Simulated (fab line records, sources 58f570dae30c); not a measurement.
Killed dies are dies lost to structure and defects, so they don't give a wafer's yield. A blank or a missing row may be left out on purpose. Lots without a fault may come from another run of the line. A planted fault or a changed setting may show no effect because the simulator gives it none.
Chamber matching | flow berkeley_cmos170 | UCB170_V1_CMP_02 on cmp-01: 4 sister chambers
The step polishes SiO2. 4 wafers are shown with their chamber, then 7 later ones without.

WAFERS WITH THEIR CHAMBER
wafer  | chamber | motor_current_A (A)
L947.5 | 3       | 15.9
L959.2 | 2       | 18.5
L966.2 | 0       | 20.7
L966.3 | 1       | 17.0

WAFERS WITHOUT THEIR CHAMBER
wafer  | motor_current_A (A)
L966.5 | 15.8
L970.1 | 21.4
L970.3 | 16.1
L970.4 | 15.1
L969.4 | 18.3
L969.5 | 16.7
L969.6 | 18.5

WHICH CHAMBER EACH WENT THROUGH
wafer  | from the rows above     | in truth
L966.5 | 3                       | 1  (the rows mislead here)
L970.1 | 0                       | 0
L970.3 | can't be placed: 3 or 1 | 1
L970.4 | 3                       | 3
L969.4 | 2                       | 2
L969.5 | can't be placed: 1 or 3 | 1
L969.6 | 2                       | 2
Placed correctly: 4 of 7. Can't be placed from these rows: 2 (the true chamber is among the candidates in 2). Placed wrongly: 1.
How it was worked out, from the rows above alone: a wafer's distance from a chamber is the root of the sum, over the readings, of the square of ((its reading less the chamber's mean) divided by the reading's scatter). The wafer belongs to the nearest chamber; if the next one is less than 2 further off, it can't be placed. A chamber's mean is the mean of its shown wafers. The scatter: with one shown wafer a chamber, the root of the mean of the squares of how far each hidden wafer lies from its nearest shown one.
